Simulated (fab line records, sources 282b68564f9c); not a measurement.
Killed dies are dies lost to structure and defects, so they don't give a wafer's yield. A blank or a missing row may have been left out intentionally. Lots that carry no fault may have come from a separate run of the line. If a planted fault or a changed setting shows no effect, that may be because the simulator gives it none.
Which of the tools did it? / flow rit_cmos / 14 lots, 42 wafers sampled, at 2 steps of a route of 202

== WHAT EACH GAUGE READ, for each wafer ==
RIT_CONTACT_THK_MEAS_01. Usual: CONTACT_TEOS_THK 400 nm, standard deviation 4.7.
lot=L490; measured=day 3 03:50; on=film_metro-04; CONTACT_TEOS_THK (nm)=399 404 409; flag=
lot=L491; measured=day 3 08:16; on=film_metro-02; CONTACT_TEOS_THK (nm)=392 397 398; flag=
lot=L492; measured=day 3 11:51; on=film_metro-04; CONTACT_TEOS_THK (nm)=396 407 404; flag=
lot=L493; measured=day 3 18:16; on=film_metro-01; CONTACT_TEOS_THK (nm)=404 401 412; flag=
lot=L494; measured=day 3 23:31; on=film_metro-01; CONTACT_TEOS_THK (nm)=399 397 403; flag=
lot=L500; measured=day 5 10:19; on=film_metro-04; CONTACT_TEOS_THK (nm)=390 398 403; flag=
lot=L502; measured=day 5 16:56; on=film_metro-01; CONTACT_TEOS_THK (nm)=398 507 407; flag=OFF
lot=L505; measured=day 6 06:14; on=film_metro-01; CONTACT_TEOS_THK (nm)=400 398 396; flag=
lot=L504; measured=day 6 06:41; on=film_metro-01; CONTACT_TEOS_THK (nm)=397 502 509; flag=OFF
lot=L506; measured=day 6 13:32; on=film_metro-01; CONTACT_TEOS_THK (nm)=393 394 402; flag=
lot=L507; measured=day 6 18:47; on=film_metro-02; CONTACT_TEOS_THK (nm)=396 394 401; flag=
lot=L509; measured=day 7 02:34; on=film_metro-04; CONTACT_TEOS_THK (nm)=400 407 407; flag=
lot=L512; measured=day 7 17:38; on=film_metro-01; CONTACT_TEOS_THK (nm)=402 403 406; flag=
lot=L513; measured=day 7 22:07; on=film_metro-01; CONTACT_TEOS_THK (nm)=406 404 403; flag=

== WHAT TOOL EACH LOT RAN ON (gives the tool, then ch and the chambers of the sampled wafers, and finally the start) ==
lot=L490; RIT_CONTACT_CVD_00=pecvd-01 ch 0,1, day 3 03:46
lot=L491; RIT_CONTACT_CVD_00=pecvd-02 ch 0,1, day 3 08:13
lot=L492; RIT_CONTACT_CVD_00=pecvd-04 ch 0,2, day 3 11:46
lot=L493; RIT_CONTACT_CVD_00=pecvd-01 ch 0,1,2, day 3 18:13
lot=L494; RIT_CONTACT_CVD_00=pecvd-02 ch 0,1, day 3 23:28
lot=L500; RIT_CONTACT_CVD_00=pecvd-02 ch 0,1,2, day 5 10:15
lot=L502; RIT_CONTACT_CVD_00=pecvd-01 ch 0,1, day 5 16:53
lot=L505; RIT_CONTACT_CVD_00=pecvd-04 ch 0,2, day 6 06:10
lot=L504; RIT_CONTACT_CVD_00=pecvd-01 ch 0,2, day 6 06:38
lot=L506; RIT_CONTACT_CVD_00=pecvd-02 ch 1,2, day 6 13:29
lot=L507; RIT_CONTACT_CVD_00=pecvd-04 ch 0,2, day 6 18:44
lot=L509; RIT_CONTACT_CVD_00=pecvd-02 ch 0,2, day 7 02:31
lot=L512; RIT_CONTACT_CVD_00=pecvd-02 ch 0,2, day 7 17:34
lot=L513; RIT_CONTACT_CVD_00=pecvd-04 ch 0,1,2, day 7 22:04
- RIT_CONTACT_CVD_00: deposits SiO2 from TEOS, target thk 400 nm, time 61 s.

== AS READ BY THE TOOLS THEMSELVES (means over the sampled wafers that have a number; for cases with no such wafer, the mark the record gives instead) ==
RIT_CONTACT_CVD_00. Usual: heater_power_w at 318 W, with a standard deviation of 45.
lot=L490; tool=pecvd-01; heater_power_w (W)=378; flag=
lot=L491; tool=pecvd-02; heater_power_w (W)=302; flag=
lot=L492; tool=pecvd-04; heater_power_w (W)=304; flag=
lot=L493; tool=pecvd-01; heater_power_w (W)=330; flag=
lot=L494; tool=pecvd-02; heater_power_w (W)=308; flag=
lot=L500; tool=pecvd-02; heater_power_w (W)=330; flag=
lot=L502; tool=pecvd-01; heater_power_w (W)=338; flag=
lot=L505; tool=pecvd-04; heater_power_w (W)=278; flag=
lot=L504; tool=pecvd-01; heater_power_w (W)=346; flag=
lot=L506; tool=pecvd-02; heater_power_w (W)=318; flag=
lot=L507; tool=pecvd-04; heater_power_w (W)=280; flag=
lot=L509; tool=pecvd-02; heater_power_w (W)=329; flag=
lot=L512; tool=pecvd-02; heater_power_w (W)=297; flag=
lot=L513; tool=pecvd-04; heater_power_w (W)=300; flag=

== THE ANSWER, worked out from the rows above alone ==
Rule: a lot is off if the mean of its wafers that have a number lies more than 3 standard deviations from the usual mean. A lot without any number at a reading at which 4 lots or more have one is off too. All remaining lots with rows at the step are treated as sound. The gauges are gone through in route order, then the tools' own readings, and for those a lot's mean is taken as printed above. The first step at which some lot is off is used, and at that step the reading that is off furthest; a lot without a number counts as furthest.
Off: L502, L504, at RIT_CONTACT_THK_MEAS_01 (CONTACT_TEOS_THK).
A tool fits if, at a process step before that reading, it ran every lot that is off, and no sound lot after the first of them. Gauges at RIT_CONTACT_THK_MEAS_01: tried the same way as those tools. One fits: pecvd-01 at RIT_CONTACT_CVD_00. A fault onset in the window from L493 (day 3 18:13, its last sound lot) to L502 (day 5 16:53, its first lot off) fits.

== WHAT THE SIMULATOR HAD PUT IN ==
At RIT_CONTACT_CVD_00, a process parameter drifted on pecvd-01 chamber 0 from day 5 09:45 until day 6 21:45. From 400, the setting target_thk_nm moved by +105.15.
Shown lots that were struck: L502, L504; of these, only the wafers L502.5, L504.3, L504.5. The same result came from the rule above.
